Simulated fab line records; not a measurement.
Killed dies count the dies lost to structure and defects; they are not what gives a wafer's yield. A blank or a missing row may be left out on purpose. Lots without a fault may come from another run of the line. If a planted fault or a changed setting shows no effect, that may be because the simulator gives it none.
fab line records | flow berkeleyCmos170
record: lots: 5 wafers: 15 lastDay: 11
route steps=331 shown NVT@113 PVT@115 GATE@125 FIELD@126 PLDD@145
lots that met no fault: taken from a fault-free run of the same line
startH: hours from the record's opening day to when the first of the lot's shown wafers began | waitH: time in hours since the lot's previous step | " unchanged from the row above | L1.1+2: several wafers, shown together as one row | - no value, or no start given | * or withheld: withheld | < > ~ a bound
route shown NAME@n: names a module that has steps shown in the file, with the first one's number in the route | usual: the fault-free wafers' mean and standard deviation | same: alike in all rows | chamber/n: place in a boat | sites: per-site readings | _std_site: the values' standard deviation | _edge_site: the outer-site mean with the inner-site mean subtracted | radiusMm: how far each site lies from the wafer's centre | mask NAME#n: copy n | behind: the last tool/chamber to shape the wafer | hold: the reason the lot was held/the length of the hold in hours/how it ended | device: names the non-switching transistor (n, p or np) | end of line: tests of these same wafers at the route's end | step lacking rows: just its recipe | killed: at the first sort, the dies lost to defects and structure; wafer yield is something else | map: the dies of a wafer, with x for killed, . for not killed, _ for no die there
set.NAME: setting as actually run; set.NAME@STEP: the setting as run at that earlier step | model.NAME: the simulator's own value behind a step, which no gauge read
certain route steps with their lots: each step a table, each wafer a row
services: from which hour (startH, from the record's first day; less than 0 if before it) a tool's chamber was out of use, for how many hours, and why
== steps ==
step: UCB170_NVT_TW_MEAS_09
usual: NVT_TW: 525.8/2.6
columns lot.wafer tool chamber startH waitH NVT_TW
L076.2 filmMetro-01 - 117.76 0.1 529.2
L076.3 " - " " 528.0
L076.4 " - " " 529.3
L080.2 filmMetro-01 - 145.37 0.1 525.2
L080.5 " - " " 526.9
L080.6 " - " " 524.4
L085.2 filmMetro-01 - 161.61 0.1 521.2
L085.5 " - " " 525.1
L085.6 " - " " 524.7
L091.2 filmMetro-01 - 195.86 0.1 524.2
L091.4 " - " " 521.9
L091.6 " - " " 523.1
L089.3 filmMetro-01 - 196.15 0.1 523.7
L089.4 " - " " 525.1
L089.6 " - " " 526.7
step: UCB170_NVT_CLEAN_10
recipe: chemistry: SPM tempC: 120 timeS: 600
columns lot.wafer tool chamber startH waitH
L076.2+3+4 wetBench-01 2 119.36 1.6
L080.2+5+6 wetBench-04 1 147.84 2.5
L085.2+5+6 wetBench-03 0 161.67 0.0
L091.2+4+6 wetBench-01 1 195.91 0.0
L089.3+4+6 wetBench-04 3 196.19 0.0
step: UCB170_PVT_HMDS_00
recipe: primeTimeS: 60 primeTempC: 100
columns lot.wafer tool chamber startH waitH
L076.2+3+4 lithoTrack-03 0 119.70 0.2
L080.2+5+6 lithoTrack-02 0 148.39 0.4
L085.2+5+6 lithoTrack-02 0 162.53 0.7
L091.2+4+6 lithoTrack-02 0 196.20 0.1
L089.3+4+6 lithoTrack-03 0 196.59 0.1
step: UCB170_PVT_COAT_01
recipe: resist: KrF spinRpm: 1500 resistThkNm: 900
columns lot.wafer tool chamber startH waitH
L076.2+3+4 lithoTrack-03 0 119.85 0.1
L080.2+5+6 lithoTrack-02 0 148.54 0.1
L085.2+5+6 lithoTrack-02 0 162.68 0.1
L091.2+4+6 lithoTrack-02 0 196.35 0.1
L089.3+4+6 lithoTrack-03 0 196.74 0.1
step: UCB170_PVT_SOFTBAKE_02
recipe: resist: KrF tempC: 130 timeS: 60
columns lot.wafer tool chamber startH waitH
L076.2+3+4 lithoTrack-03 0 120.00 0.1
L080.2+5+6 lithoTrack-02 0 148.69 0.1
L085.2+5+6 lithoTrack-02 0 162.83 0.1
L091.2+4+6 lithoTrack-02 0 196.50 0.1
L089.3+4+6 lithoTrack-03 0 196.89 0.1
step: UCB170_PVT_EXPOSE_03
recipe: maskId: NWELL targetCdNm: 3000 na: 0.5 sigmaOuter: 0.6 sourceShape: conventional doseMj: 30
usual: focusOffsetNm: -0.1/0.51
same: na: 0.5
columns lot.wafer tool chamber startH waitH mask focusOffsetNm
L076.2 krfScanner-02 0 120.27 0.2 NWELL#0 -0.4
L076.3 " 0 " " NWELL#0 0.7
L076.4 " 0 " " NWELL#0 1.0
L080.2 krfScanner-01 0 149.06 0.3 NWELL#0 -0.7
L080.5 " 0 " " NWELL#0 -0.2
L080.6 " 0 " " NWELL#0 -1.2
L085.2 krfScanner-01 0 163.10 0.2 NWELL#0 -0.4
L085.5 " 0 " " NWELL#0 0.3
L085.6 " 0 " " NWELL#0 -0.6
L091.2 krfScanner-01 0 196.77 0.2 NWELL#0 0.0
L091.4 " 0 " " NWELL#0 -0.1
L091.6 " 0 " " NWELL#0 -0.4
L089.3 krfScanner-01 0 197.27 0.4 NWELL#0 -0.2
L089.4 " 0 " " NWELL#0 0.9
L089.6 " 0 " " NWELL#0 -0.1
step: UCB170_PVT_PEB_04
recipe: pebTempC: 130 pebTimeS: withheld resist: KrF
columns lot.wafer tool chamber startH waitH
L076.2+3+4 lithoTrack-03 0 120.40 0.1
L080.2+5+6 lithoTrack-03 0 149.22 0.1
L085.2+5+6 lithoTrack-01 0 163.63 0.5
L091.2+4+6 lithoTrack-03 0 197.01 0.2
L089.3+4+6 lithoTrack-01 0 198.04 0.8
step: UCB170_PVT_DEVELOP_05
recipe: developer: TMAH developTimeS: 45 resist: KrF devTempC: 21
usual: developerTempC: 20.99/0.095
same: developTimeS: 45
columns lot.wafer tool chamber startH waitH developerTempC
L076.2 lithoTrack-03 0 - - 20.88
L076.3 " 0 " " 21.00
L076.4 " 0 " " 20.95
L080.2 lithoTrack-03 0 - - 20.91
L080.5 " 0 " " 20.89
L080.6 " 0 " " 21.15
L085.2 lithoTrack-01 0 - - 21.00
L085.5 " 0 " " 20.94
L085.6 " 0 " " 21.12
L091.2 lithoTrack-03 0 - - 20.84
L091.4 " 0 " " 20.88
L091.6 " 0 " " 21.04
L089.3 lithoTrack-01 0 - - 21.10
L089.4 " 0 " " 21.23
L089.6 " 0 " " 21.12
step: UCB170_PVT_OVL_MEAS_06
usual: PVT_OVL: -2/4.7
columns lot.wafer tool chamber startH waitH PVT_OVL[nm]
L076.2 overlay-02 - 120.65 - 6
L076.3 " - " " 6
L076.4 " - " " 7
L080.2 overlay-01 - 149.48 - -6
L080.5 " - " " -7
L080.6 " - " " 3
L085.2 overlay-02 - 163.89 - -1
L085.5 " - " " 6
L085.6 " - " " 3
L091.2 overlay-02 - 197.27 - 0
L091.4 " - " " 2
L091.6 " - " " -3
L089.3 overlay-01 - 198.28 - 1
L089.4 " - " " -4
L089.6 " - " " -1
step: UCB170_PVT_IMPLANT_07
recipe: species: P doseCm2: 2e+12 energyKev: 30 tiltDeg: 7
columns lot.wafer tool chamber startH waitH
L076.2+3+4 implanter-02 0 120.71 0.0
L080.2+5+6 implanter-02 0 149.53 0.0
L085.2+5+6 implanter-04 0 163.94 0.0
L091.2+4+6 implanter-02 0 197.32 0.0
L089.3+4+6 implanter-04 0 198.35 0.1
step: UCB170_PVT_STRIP_08
recipe: chemistry: O2 powerW: 400 pressureMtorr: 3500 platenTempC: withheld o2FlowSccm: 400 overashFraction: 0.5
usual: drypumpMotorCurrentA: 5.7/0.37 oesProductAu: 0.735/0.0044 stripTimeToEndpointS: 21.63/0.068
columns lot.wafer tool chamber startH waitH drypumpMotorCurrentA oesProductAu rfHoursCounterH stripTimeToEndpointS
L076.2 plasmaAsher-04 0 120.83 0.1 5.9 0.730 40 21.61
L076.3 " 1 " " 6.6 0.736 - 21.62
L076.4 " 0 " " 5.8 0.737 - 21.55
L080.2 plasmaAsher-03 1 149.66 0.1 5.7 0.732 37 21.53
L080.5 " 0 " " 5.5 0.734 - 21.53
L080.6 " 1 " " 5.6 0.739 - 21.56
L085.2 plasmaAsher-01 0 164.07 0.1 5.4 0.733 5 21.61
L085.5 " 1 " " 5.5 0.728 - 21.62
L085.6 " 0 " " 5.4 0.737 - 21.62
L091.2 plasmaAsher-03 1 197.45 0.1 5.7 0.733 43 21.64
L091.4 " 1 " " 5.7 0.741 - 21.64
L091.6 " 1 " " 5.7 0.731 - 21.59
L089.3 plasmaAsher-04 1 198.49 0.1 6.6 0.735 - 21.56
L089.4 " 0 " " 5.9 0.736 - 21.52
L089.6 " 0 " " 5.9 0.742 - 21.51
step: UCB170_PVT_TW_MEAS_09
usual: PVT_TW: 510.6/2.3
columns lot.wafer tool chamber startH waitH PVT_TW
L076.2 filmMetro-03 - 120.94 0.1 510.3
L076.3 " - " " 508.7
L076.4 " - " " 508.8
L080.2 filmMetro-03 - 149.77 0.1 507.7
L080.5 " - " " 510.0
L080.6 " - " " 510.1
L085.2 filmMetro-02 - 164.18 0.1 513.5
L085.5 " - " " 510.7
L085.6 " - " " 513.6
L091.2 filmMetro-03 - 197.56 0.1 510.4
L091.4 " - " " 512.1
L091.6 " - " " 507.1
L089.3 filmMetro-04 - 198.57 0.1 507.5
L089.4 " - " " 509.3
L089.6 " - " " 510.9
step: UCB170_GATE_WET_ETCH_00
recipe: chemistry: dHF dilution: 25:1 target: SiO2 tempC: 25 timeS: 200
columns lot.wafer tool chamber startH waitH
L076.2+3+4 wetBench-02 2 120.99 0.0
L080.2+5+6 wetBench-03 0 149.82 0.0
L085.2+5+6 wetBench-02 1 164.23 0.0
L091.2+4+6 wetBench-03 3 197.61 0.0
L089.3+4+6 wetBench-04 1 198.61 0.0
step: UCB170_FIELD_THK_MEAS_91
recipe: reads: SiO2_of_FIELD_OXIDATION_01
usual: FIELD_OXIDE_LEFT_2_THK: 353/13
columns lot.wafer tool chamber startH waitH FIELD_OXIDE_LEFT_2_THK[nm]
L076.2 filmMetro-02 - 121.07 0.0 331
L076.3 " - " " 335
L076.4 " - " " 348
L080.2 filmMetro-03 - 149.89 0.0 356
L080.5 " - " " 362
L080.6 " - " " 355
L085.2 filmMetro-02 - 164.41 0.1 357
L085.5 " - " " 361
L085.6 " - " " 360
L091.2 filmMetro-04 - 197.68 0.0 341
L091.4 " - " " 344
L091.6 " - " " 349
L089.3 filmMetro-02 - 198.76 0.0 352
L089.4 " - " " 348
L089.6 " - " " 336
step: UCB170_GATE_OXIDATION_01
recipe: tempC: 850 ambient: O2 targetThkA: 66 oxTimeS: 1800
columns lot.wafer tool chamber startH waitH
L076.2+3+4 furnace-02 0 124.35 3.3
L080.2+5+6 furnace-01 0 151.87 2.0
L085.2+5+6 furnace-02 0 165.70 1.3
L089.3+4+6 furnace-01 0 200.79 2.0
L091.2+4+6 furnace-01 0 200.79 3.1
step: UCB170_GATE_THK_MEAS_02
recipe: reads: SiO2_of_GATE_OXIDATION_01
usual: GATE_OXIDE_THK: 6.67/0.13
columns lot.wafer tool chamber startH waitH GATE_OXIDE_THK[nm]
L076.2 filmMetro-03 - 125.86 0.0 6.62
L076.3 " - " " 6.62
L076.4 " - " " 6.66
L080.2 filmMetro-01 - 153.38 0.0 6.63
L080.5 " - " " 6.49
L080.6 " - " " 6.60
L085.2 filmMetro-04 - 167.21 0.0 6.73
L085.5 " - " " 6.55
L085.6 " - " " 6.72
L091.2 filmMetro-03 - 202.30 0.0 6.82
L091.4 " - " " 6.81
L091.6 " - " " 6.86
L089.3 filmMetro-01 - 202.31 0.0 6.65
L089.4 " - " " 6.65
L089.6 " - " " 6.67
step: UCB170_GATE_ANNEAL_03
recipe: tempC: 900 timeS: 1800 ambient: N2
columns lot.wafer tool chamber startH waitH
L076.2+3+4 furnace-04 0 130.23 4.4
L080.2+5+6 furnace-02 0 155.97 2.6
L085.2+5+6 furnace-01 0 171.55 4.3
L089.3+4+6 furnace-04 0 204.40 2.1
L091.2+4+6 furnace-04 0 204.40 2.1
step: UCB170_GATE_CVD_04
recipe: material: poly-Si tempC: 610 precursor: SiH4 timeS: 1440 pressureMtorr: 375 targetThkNm: 214 sih4FlowSccm: 120
columns lot.wafer tool chamber startH waitH
L076.2+3+4 lpcvd-02 0 131.73 0.0
L080.2+5+6 lpcvd-01 0 157.72 0.3
L085.2+5+6 lpcvd-02 0 173.05 0.0
L089.3+4+6 lpcvd-02 1 205.90 0.0
L091.2+4+6 lpcvd-02 1 205.90 0.0
step: UCB170_GATE_THK_MEAS_05
recipe: reads: poly-Si_of_GATE_CVD_04
usual: GATE_POLY_THK: 214.1/2
columns lot.wafer tool chamber startH waitH GATE_POLY_THK[nm]
L076.2 filmMetro-03 - 133.14 0.0 215.5
L076.3 " - " " 215.4
L076.4 " - " " 216.8
L080.2 filmMetro-01 - 159.13 0.0 211.7
L080.5 " - " " 210.4
L080.6 " - " " 212.0
L085.2 filmMetro-04 - 174.46 0.0 214.8
L085.5 " - " " 215.9
L085.6 " - " " 215.2
L091.2 filmMetro-04 - 207.31 0.0 212.7
L091.4 " - " " 209.6
L091.6 " - " " 210.3
L089.3 filmMetro-04 - 207.38 0.1 215.3
L089.4 " - " " 215.3
L089.6 " - " " 214.1
step: UCB170_GATE_COAT_06
recipe: resist: BARC tempC: withheld timeS: withheld spinRpm: 3000 resistThkNm: withheld
columns lot.wafer tool chamber startH waitH
L076.2+3+4 lithoTrack-03 0 133.36 0.2
L080.2+5+6 lithoTrack-03 0 160.16 1.0
L085.2+5+6 lithoTrack-04 0 174.65 0.2
L091.2+4+6 lithoTrack-04 0 207.39 0.1
L089.3+4+6 lithoTrack-03 0 207.60 0.2
step: UCB170_GATE_COAT_07
recipe: resist: KrF spinRpm: 1500 resistThkNm: 900
columns lot.wafer tool chamber startH waitH
L076.2+3+4 lithoTrack-03 0 - -
L080.2+5+6 lithoTrack-03 0 - -
L085.2+5+6 lithoTrack-04 0 - -
L091.2+4+6 lithoTrack-04 0 - -
L089.3+4+6 lithoTrack-03 0 - -
step: UCB170_GATE_SOFTBAKE_08
recipe: resist: KrF tempC: 130 timeS: 60
columns lot.wafer tool chamber startH waitH
L076.2+3+4 lithoTrack-03 0 - -
L080.2+5+6 lithoTrack-03 0 - -
L085.2+5+6 lithoTrack-04 0 - -
L091.2+4+6 lithoTrack-04 0 - -
L089.3+4+6 lithoTrack-03 0 - -
step: UCB170_GATE_EXPOSE_09
recipe: maskId: POLY targetCdNm: 350 na: 0.5 sigmaOuter: 0.6 sourceShape: conventional doseMj: 21
usual: focusOffsetNm: -0.1/0.48
same: na: 0.5
columns lot.wafer tool chamber startH waitH mask focusOffsetNm
L076.2 krfScanner-02 0 133.93 - POLY#0 -0.5
L076.3 " 0 " " POLY#0 -0.3
L076.4 " 0 " " POLY#0 -0.1
L080.2 krfScanner-01 0 160.77 - POLY#0 0.0
L080.5 " 0 " " POLY#0 -0.8
L080.6 " 0 " " POLY#0 -1.4
L085.2 krfScanner-02 0 175.35 - POLY#0 0.8
L085.5 " 0 " " POLY#0 -0.6
L085.6 " 0 " " POLY#0 -0.3
L091.2 krfScanner-01 0 207.83 - POLY#0 0.1
L091.4 " 0 " " POLY#0 -1.1
L091.6 " 0 " " POLY#0 -0.3
L089.3 krfScanner-01 0 208.33 - POLY#0 0.3
L089.4 " 0 " " POLY#0 0.4
L089.6 " 0 " " POLY#0 0.8
step: UCB170_GATE_PEB_10
recipe: pebTempC: 130 pebTimeS: withheld resist: KrF
columns lot.wafer tool chamber startH waitH
L076.2+3+4 lithoTrack-04 0 134.05 0.1
L080.2+5+6 lithoTrack-03 0 161.61 0.8
L085.2+5+6 lithoTrack-02 0 175.47 0.1
L091.2+4+6 lithoTrack-04 0 207.95 0.1
L089.3+4+6 lithoTrack-04 0 208.70 0.4
step: UCB170_GATE_DEVELOP_11
recipe: developer: TMAH developTimeS: 45 resist: KrF devTempC: 21
usual: developerTempC: 21.02/0.1
same: developTimeS: 45
columns lot.wafer tool chamber startH waitH developerTempC
L076.2 lithoTrack-04 0 - - 21.12
L076.3 " 0 " " 21.17
L076.4 " 0 " " 21.05
L080.2 lithoTrack-03 0 - - 20.87
L080.5 " 0 " " 20.79
L080.6 " 0 " " 20.99
L085.2 lithoTrack-02 0 - - 20.85
L085.5 " 0 " " 21.07
L085.6 " 0 " " 20.94
L091.2 lithoTrack-04 0 - - 21.03
L091.4 " 0 " " 20.91
L091.6 " 0 " " 21.04
L089.3 lithoTrack-04 0 - - 20.89
L089.4 " 0 " " 21.02
L089.6 " 0 " " 21.01
step: UCB170_GATE_CD_MEAS_12
recipe: targetCdNm: 350
usual: cdNm: 349.6/1.3
columns lot.wafer tool chamber startH waitH cdNm
L076.2 cdSem-01 - 134.32 - 349.3
L076.3 " - " " 349.3
L076.4 " - " " 348.2
L080.2 cdSem-02 - 161.88 - 350.0
L080.5 " - " " 349.6
L080.6 " - " " 350.4
L085.2 cdSem-02 - 175.74 - 351.1
L085.5 " - " " 351.0
L085.6 " - " " 351.0
L091.2 cdSem-01 - 208.22 - 348.7
L091.4 " - " " 350.2
L091.6 " - " " 349.5
L089.3 cdSem-01 - 208.97 - 350.0
L089.4 " - " " 349.4
L089.6 " - " " 350.1
step: UCB170_GATE_OVL_MEAS_13
usual: GATE_OVL: -6/5.8
columns lot.wafer tool chamber startH waitH GATE_OVL[nm]
L076.2 overlay-02 - 134.43 0.1 3
L076.3 " - " " 2
L076.4 " - " " 7
L080.2 overlay-02 - 161.99 0.1 -7
L080.5 " - " " -15
L080.6 " - " " -8
L085.2 overlay-02 - 175.85 0.1 -14
L085.5 " - " " -3
L085.6 " - " " -5
L091.2 overlay-01 - 208.33 0.1 -11
L091.4 " - " " -2
L091.6 " - " " -14
L089.3 overlay-02 - 209.06 0.1 3
L089.4 " - " " -1
L089.6 " - " " -8
step: UCB170_GATE_ETCH_14
recipe: chemistry: N2/H2 targetDepthA: withheld overetchA: withheld target: BARC timeS: withheld sourceW: 500 biasW: 100 pressureMtorr: 30 n2FlowSccm: 100 h2FlowSccm: 200
usual: drypumpMotorCurrentA: 5.9/0.45 n2FlowSccm: 100.0/0.33 oesProductAu: 0.985/0.02 throttleValvePct: 13.37/0.19
columns lot.wafer tool chamber startH waitH drypumpMotorCurrentA n2FlowSccm oesProductAu throttleValvePct
L076.2 rieDiel-04 0 134.46 0.0 6.0 100.1 0.989 13.43
L076.3 " 2 " " 6.3 100.3 0.987 13.53
L076.4 " 1 " " 6.3 99.7 0.997 13.54
L080.2 rieDiel-01 1 162.02 0.0 5.0 99.3 0.940 13.58
L080.5 " 3 " " 5.6 99.9 0.970 13.17
L080.6 " 1 " " 5.0 99.8 0.944 13.56
L085.2 rieDiel-02 0 175.88 0.0 6.0 100.1 0.971 13.31
L085.5 " 2 " " 6.4 100.3 0.947 13.45
L085.6 " 0 " " 6.0 100.2 0.978 13.33
L091.2 rieDiel-04 3 208.36 0.0 5.3 100.0 0.990 13.00
L091.4 " 2 " " 6.3 99.7 1.000 13.52
L091.6 " 2 " " 6.3 100.1 1.005 13.52
L089.3 rieDiel-04 0 209.08 0.0 5.9 99.9 0.988 13.44
L089.4 " 2 " " 6.3 99.9 0.992 13.54
L089.6 " 0 " " 6.0 99.8 0.977 13.44
step: UCB170_GATE_ETCH_15
recipe: chemistry: HBr/Cl2 target: poly-Si stopOn: SiO2 overEtchFrac: 0.3 icpW: 300 biasW: 150 timeS: 56.3 pressureMtorr: 15 HBr_flow_sccm: 150 Cl2_flow_sccm: 50 targetDepthA: 2782
usual: HBr_flow_sccm: 150.0/0.44 drypumpMotorCurrentA: 5.3/0.38 oesProductAu: 0.831/0.011 throttleValvePct: 26.49/0.23
columns lot.wafer tool chamber startH waitH HBr_flow_sccm drypumpMotorCurrentA oesProductAu rfHoursCounterH throttleValvePct
L076.2 rieSi-02 3 134.50 - 149.9 5.1 0.838 0 26.27
L076.3 " 0 " " 149.9 5.6 0.837 124 26.48
L076.4 " 3 " " 149.7 5.1 0.841 - 26.28
L080.2 rieSi-02 3 162.06 - 149.7 5.1 0.829 0 26.30
L080.5 " 1 " " 150.5 4.8 0.826 - 26.72
L080.6 " 2 " " 150.0 5.4 0.819 - 26.52
L085.2 rieSi-02 1 175.92 - 150.4 4.9 0.827 0 26.69
L085.5 " 2 " " 151.2 5.4 0.837 - 26.50
L085.6 " 3 " " 149.9 5.1 0.845 - 26.27
L091.2 rieSi-01 2 208.40 - 150.4 5.2 0.843 1 26.31
L091.4 " 0 " " 150.2 6.2 0.824 10 26.95
L091.6 " 3 " " 150.0 5.5 0.810 - 26.52
L089.3 rieSi-01 1 209.13 - 149.4 5.1 0.824 1 26.17
L089.4 " 2 " " 150.8 5.2 0.841 1 26.28
L089.6 " 1 " " 149.9 5.1 0.813 - 26.18
step: UCB170_GATE_STRIP_16
recipe: chemistry: O2 powerW: 400 pressureMtorr: 3500 platenTempC: withheld o2FlowSccm: 400 overashFraction: 0.5
usual: drypumpMotorCurrentA: 5.8/0.4 oesProductAu: 0.725/0.0046
columns lot.wafer tool chamber startH waitH drypumpMotorCurrentA oesProductAu rfHoursCounterH
L076.2 plasmaAsher-04 1 134.55 0.0 6.6 0.730 41
L076.3 " 0 " " 5.9 0.719 -
L076.4 " 1 " " 6.6 0.731 -
L080.2 plasmaAsher-01 0 162.11 0.0 5.4 0.721 5
L080.5 " 1 " " 5.5 0.724 -
L080.6 " 0 " " 5.4 0.715 -
L085.2 plasmaAsher-02 1 175.97 0.0 5.5 0.720 46
L085.5 " 0 " " 5.9 0.727 -
L085.6 " 1 " " 5.5 0.722 -
L091.2 plasmaAsher-04 1 208.45 0.0 6.5 0.723 50
L091.4 " 0 " " 5.9 0.726 -
L091.6 " 1 " " 6.5 0.719 -
L089.3 plasmaAsher-02 0 209.21 0.1 5.9 0.728 -
L089.4 " 1 " " 5.5 0.726 -
L089.6 " 1 " " 5.6 0.723 -
step: UCB170_GATE_CD_MEAS_90
recipe: targetCdNm: 350
usual: cdNm: 349.9/1.7
columns lot.wafer tool chamber startH waitH cdNm
L076.2 cdSem-01 - 134.67 0.1 349.2
L076.3 " - " " 349.7
L076.4 " - " " 347.4
L080.2 cdSem-02 - 162.25 0.1 350.8
L080.5 " - " " 350.0
L080.6 " - " " 350.3
L085.2 cdSem-01 - 176.09 0.1 351.5
L085.5 " - " " 353.6
L085.6 " - " " 352.1
L091.2 cdSem-01 - 208.57 0.1 347.3
L091.4 " - " " 349.9
L091.6 " - " " 349.3
L089.3 cdSem-01 - 209.31 0.1 351.3
L089.4 " - " " 349.2
L089.6 " - " " 350.7
step: UCB170_GATE_CLEAN_17
recipe: chemistry: SPM tempC: 120 timeS: 600
columns lot.wafer tool chamber startH waitH
L076.2+3+4 wetBench-03 3 134.77 0.1
L080.2+5+6 wetBench-03 2 162.65 0.4
L085.2+5+6 wetBench-03 3 176.19 0.1
L091.2+4+6 wetBench-03 1 208.78 0.2
L089.3+4+6 wetBench-03 0 209.39 0.1
step: UCB170_PLDD_HMDS_00
recipe: primeTimeS: 60 primeTempC: 100
columns lot.wafer tool chamber startH waitH
L076.2+3+4 lithoTrack-04 0 135.39 0.4
L080.2+5+6 lithoTrack-04 0 163.14 0.3
L085.2+5+6 lithoTrack-02 0 176.62 0.3
L091.2+4+6 lithoTrack-04 0 209.23 0.3
L089.3+4+6 lithoTrack-02 0 209.84 0.3
== services ==
columns tool chamber startH hours kind
rieDiel-04 3 100.92 19.7 repair
plasmaAsher-03 - 104.85 0.5 repair
plasmaAsher-01 - 108.75 9.0 pm
implanter-04 - 109.04 15.3 repair
rieSi-02 2 110.20 2.4 repair
rieDiel-01 3 113.18 8.3 repair
implanter-04 - 121.04 5.4 repair
krfScanner-02 - 128.62 0.8 pm
wetBench-02 - 139.94 6.6 repair
implanter-04 - 145.59 6.1 repair
rieDiel-01 0 156.01 6.6 repair
rieSi-01 - 160.83 14.6 pm
furnace-02 - 161.67 2.7 pm
krfScanner-01 - 164.53 0.8 pm
furnace-02 - 167.20 4.0 pm
krfScanner-01 - 167.44 4.0 pm
implanter-02 - 176.30 3.1 repair
rieSi-02 - 178.08 0.3 repair
rieDiel-04 1 179.49 4.3 repair
krfScanner-02 - 181.15 1.0 pm
krfScanner-02 - 190.16 0.8 repair
lpcvd-02 - 196.87 1.1 repair
plasmaAsher-02 - 197.89 0.8 repair
krfScanner-02 - 201.74 1.3 pm
== key ==
fault none
